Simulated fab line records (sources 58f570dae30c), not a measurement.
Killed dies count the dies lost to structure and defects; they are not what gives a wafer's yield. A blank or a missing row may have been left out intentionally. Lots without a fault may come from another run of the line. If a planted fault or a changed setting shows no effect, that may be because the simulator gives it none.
A struck lot beside a sound one -- flow berkeley_cmos170 -- 17 steps out of a route of 331
Sound: the wafers L592.1, L592.2, L592.5. Wafers L584.4, L584.5, L584.6 were the ones struck. At the end, the cause is stated.
For every step that has rows: the tool of each side, followed by ch and its chambers, followed by its first start. Under that, the readings that differ: sound wafers -- struck wafers -- difference of the means -- sigmas: that difference in standard deviations of wafers without a fault.
alike: readings with means less than 2 such deviations apart, plus words and numbers identical on both sides. not compared: withheld readings, readings lacking a value on some wafer, bounds such as >300 that could conceal the same value, and numbers that have no deviation in the record and whose values overlap.
Wherever a step has rows on one side only, a row that says differs or no value, or a row with sigmas, the two part there. Numbers that don't overlap but have no deviation are shown without sigmas and don't part them. A reading that every wafer of one side lacks parts them only if that side has two wafers or more.

UCB170_PWELL_THK_MEAS_03:
  sound on film_metro-04, day 5 11:40; struck on film_metro-04, day 3 17:03
  alike: PWELL_OXIDE_THK
then, 2 steps without rows for these wafers: UCB170_PWELL_ANNEAL_04 (time 900 s); UCB170_PWELL_CVD_05 (deposits Si3N4 from SiH2Cl2/NH3, target thk 220 nm, time 3300 s).
UCB170_PWELL_THK_MEAS_06:
  sound on film_metro-04, day 5 18:49; struck on film_metro-04, day 3 22:56
  alike: PWELL_NITRIDE_THK
then, 6 steps without rows for these wafers: UCB170_PWELL_HMDS_07 (prime time 60 s); UCB170_PWELL_COAT_08 (resist thk 900 nm); UCB170_PWELL_SOFTBAKE_09 (time 60 s); UCB170_PWELL_EXPOSE_10 (exposes mask PWELL, target cd 3000 nm); UCB170_PWELL_PEB_11; UCB170_PWELL_DEVELOP_12 (develop time 45 s).
UCB170_PWELL_OVL_MEAS_13:
  sound on overlay-01, day 5 19:44; struck on overlay-02, day 3 23:52
  alike: PWELL_OVL
UCB170_PWELL_ETCH_14: etches Si3N4 in CH3F/Ar/O2, stops on SiO2, target depth 242 nm, time 151 s.
  sound on rie_diel-01 ch 0,1,3, day 5 19:46; struck on rie_diel-01 ch 0,1,2, day 3 23:53
  alike: CH3F_flow_sccm, chamber_pressure_mTorr, drypump_motor_current_A, oes_product_au, throttle_valve_pct
  not compared: rf_hours_counter_h
UCB170_PWELL_IMPLANT_15:
  sound on implanter-02 ch 0, day 5 19:52; struck on implanter-04 ch 0, day 4 00:04
reading,sound,struck,difference,sigmas
dose_ions_cm2,5.002e+12 5.006e+12 5e+12,2.747e+12 2.742e+12 2.743e+12,-2.259e+12,-99 or more
faraday_current_uA,15.7 15.4 15.7,8.8 8.6 8.8,-6.9,-21
UCB170_PWELL_STRIP_16: strips in O2.
  sound on plasma_asher-04 ch 0,1, day 5 20:01; struck on plasma_asher-01 ch 0,1, day 4 00:10
reading,sound,struck,difference,sigmas
drypump_motor_current_A (A),5.33 4.97 4.99,5.91 5.93 5.23,+0.59,+2
  alike: chamber_pressure_mTorr, oes_product_au, strip_time_to_endpoint_s
  not compared: rf_hours_counter_h
UCB170_PWELL_TW_MEAS_17:
  sound on film_metro-02, day 5 20:07; struck on film_metro-03, day 4 00:16
reading,sound,struck,difference,sigmas
PWELL_TW,380 380 379,317 319 317,-62,-16
then, 1 step without rows for these wafers: UCB170_PWELL_CLEAN_18 (cleans in SPM, time 600 s).
UCB170_M3_PROBE_99:
  the record holds rows for the sound wafers here (prober-01, day 11 04:35) but none for the struck ones

WHERE THEY PART
First at UCB170_PWELL_IMPLANT_15; last, within this record, at UCB170_M3_PROBE_99.

WHY: what the simulator had put in
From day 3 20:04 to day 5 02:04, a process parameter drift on implanter-04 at UCB170_PWELL_IMPLANT_15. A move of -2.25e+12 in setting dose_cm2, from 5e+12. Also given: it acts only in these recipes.
